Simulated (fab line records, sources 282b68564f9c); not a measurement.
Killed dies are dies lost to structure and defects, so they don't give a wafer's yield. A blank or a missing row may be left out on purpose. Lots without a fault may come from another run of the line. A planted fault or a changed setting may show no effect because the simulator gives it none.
A struck lot beside a sound one | flow rit_cmos | 18 steps out of a route of 202
Sound: wafers L814.2, L814.3, L814.4. Struck: wafers L820.1, L820.3, L820.6. The cause comes at the end.
At each step with rows: each side's tool, then ch and its chambers, then its first start. Under that, the readings that differ: sound wafers | struck wafers | difference of the means | sigmas: that difference in standard deviations of wafers without a fault.
alike: readings whose means differ by less than 2 such deviations, and words and numbers that are the same on both sides. not compared: withheld readings, readings that some wafer has no value for, bounds like >300 that may hide the same value, and numbers for which the record gives no deviation and whose values overlap.
The two part at a step that has a row with sigmas, a row that says differs or no value, or rows on one side only. Numbers that don't overlap but have no deviation are shown without sigmas and don't part them. A reading that every wafer of one side lacks parts them only if that side has two wafers or more.

first, 4 steps without rows for these wafers: RIT_NRETRO_SOFTBAKE_02 (time 60 s); RIT_NRETRO_EXPOSE_03 (exposes mask M4, target cd 43900 nm); RIT_NRETRO_PEB_04; RIT_NRETRO_DEVELOP_05 (develop time 68 s).
RIT_NRETRO_OVL_MEAS_06:
  sound on overlay-02, day 4 03:28; struck on overlay-02, day 5 09:13
  alike: NRETRO_OVL
then, 2 steps without rows for these wafers: RIT_NRETRO_HARDBAKE_07 (time 120 s); RIT_NRETRO_IMPLANT_08.
RIT_NRETRO_STRIP_09: strips in O2, time 180 s.
  sound on plasma_asher-04 ch 0,1, day 4 03:54; struck on plasma_asher-04 ch 0,1, day 5 09:40
  alike: drypump_motor_current_A, rf_refl_power_W
  not compared: rf_hours_counter_h
RIT_NRETRO_TW_MEAS_10:
  sound on film_metro-04, day 4 04:05; struck on film_metro-04, day 5 09:50
  alike: NRETRO_TW
then, 3 steps without rows for these wafers: RIT_PRETRO_HMDS_00 (prime time 60 s); RIT_PRETRO_COAT_01 (resist thk 1300 nm); RIT_PRETRO_SOFTBAKE_02 (time 60 s).
RIT_PRETRO_EXPOSE_03: exposes mask M5, target cd 43700 nm.
  sound on iline_stepper-02 ch 0, day 4 04:44; struck on iline_stepper-01 ch 0, day 5 10:28
  reading                        | sound                | struck               | difference | sigmas
  model.PRETRO.overlay_x_nm (nm) | 0.6975 0.6975 0.6975 | -149.5 -149.5 -149.5 | -150.2     |
  alike: mask, exposure_dose_mJ_cm2
then, 2 steps without rows for these wafers: RIT_PRETRO_PEB_04; RIT_PRETRO_DEVELOP_05 (develop time 68 s).
RIT_PRETRO_OVL_MEAS_06:
  sound on overlay-01, day 4 05:08; struck on overlay-01, day 5 10:54
  reading         | sound        | struck               | difference | sigmas
  PRETRO_OVL (nm) | -0.6 2.1 1.2 | -149.8 -148.5 -148.3 | -149.8     | -99 or more
then, 1 step without rows for these wafers: RIT_PRETRO_HARDBAKE_07 (time 120 s).
RIT_M1_PROBE_99:
  sound on prober-02, day 5 11:09; struck on prober-02, day 6 14:00
  reading                                    | sound                | struck               | difference | sigmas
  model.etest.retro_edge_pmos.off_log10_a_um | -10.6 -10.38 -10.68  | -9.691 -9.574 -9.597 | +0.933     |
  model.etest.retro_edge_nmos.off_log10_a_um | -10.42 -10.29 -10.32 | -9.696 -9.569 -9.61  | +0.718     |
  alike: killed_at_contacts, killed_at_front_end, killed_dies, killed_open, killed_short

WHERE THEY PART
Only at RIT_PRETRO_OVL_MEAS_06, within this record. Later steps at which nothing parts them and some readings are alike: RIT_M1_PROBE_99.

WHY: what the simulator had put in
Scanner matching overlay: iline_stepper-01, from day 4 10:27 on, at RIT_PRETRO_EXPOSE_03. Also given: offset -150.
